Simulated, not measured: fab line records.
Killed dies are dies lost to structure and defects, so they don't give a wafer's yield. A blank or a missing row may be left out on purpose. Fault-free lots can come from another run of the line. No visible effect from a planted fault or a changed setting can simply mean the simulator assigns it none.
Which tool was responsible? -- flow rit-cmos -- 7 lots with 21 wafers sampled at 2 steps, on a route of 202 steps

## WHAT THE GAUGES SHOWED, per wafer
RIT_SPACER_THK_MEAS_04.
lot,measured,on,SPACER_NITRIDE_THK (nm)
L880,day 3 08:00,film-metro-01,249.0 249.6 248.7
L882,day 3 19:18,film-metro-01,248.9 248.4 248.5
L884,day 4 04:46,film-metro-03,250.5 251.1 249.3
L886,day 4 17:07,film-metro-03,250.9 251.9 251.1
L890,day 5 09:44,film-metro-04,418.0 418.4 418.5
L898,day 7 02:34,film-metro-04,252.6 250.6 253.0
L900,day 7 13:31,film-metro-03,248.1 250.5 249.2

## EACH LOT AND THE TOOL THAT RAN IT (in order: tool; ch and the chambers of the sampled wafers; start)
lot,RIT_SPACER_CVD_03
L880,"lpcvd-01 ch 1, day 3 06:05"
L882,"lpcvd-02 ch 0, day 3 17:23"
L884,"lpcvd-02 ch 0, day 4 02:50"
L886,"lpcvd-02 ch 1, day 4 15:11"
L890,"lpcvd-02 ch 1, day 5 07:49"
L898,"lpcvd-01 ch 0, day 7 00:38"
L900,"lpcvd-01 ch 0, day 7 11:36"
- RIT_SPACER_CVD_03: deposits Si3N4 from SiH2Cl2/NH3, target thk 250 nm, time 3300 s.

## THE ANSWER, worked out from the rows above alone
Rule: what is usual is taken from the lots themselves. The widest of any qualifying gaps counts: lots, ordered by their means at a reading, are off when they make up no more than a third of the lots, leave a main group of 4 or more, and stand apart from it by 3 or more times the standard deviation of that group's means. The tables above print the reading to a certain number of digits; a main group whose means all agree to those digits is not used. Also off: a lot with no number at a reading for which 4 or more lots have one. Any other lot the step has rows for is counted as sound.
Off: L890, at RIT_SPACER_THK_MEAS_04 (SPACER_NITRIDE_THK). The main group has a mean of 250.1 nm with a standard deviation of 1.2.
If a tool, at a process step before that reading, ran all the lots that are off and no sound lot after the first of them, it fits. The gauges at RIT_SPACER_THK_MEAS_04 are tried like those tools. One fits: RIT_SPACER_CVD_03 on lpcvd-02. A fault onset in the window from L886 (day 4 15:11, its last sound lot) to L890 (day 5 07:49, its first lot off) fits.

## WHAT THE SIMULATOR PUT IN
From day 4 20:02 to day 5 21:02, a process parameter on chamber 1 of lpcvd-02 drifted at RIT_SPACER_CVD_03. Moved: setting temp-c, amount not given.
Struck lots among those shown: L890. Same finding as the rule above.
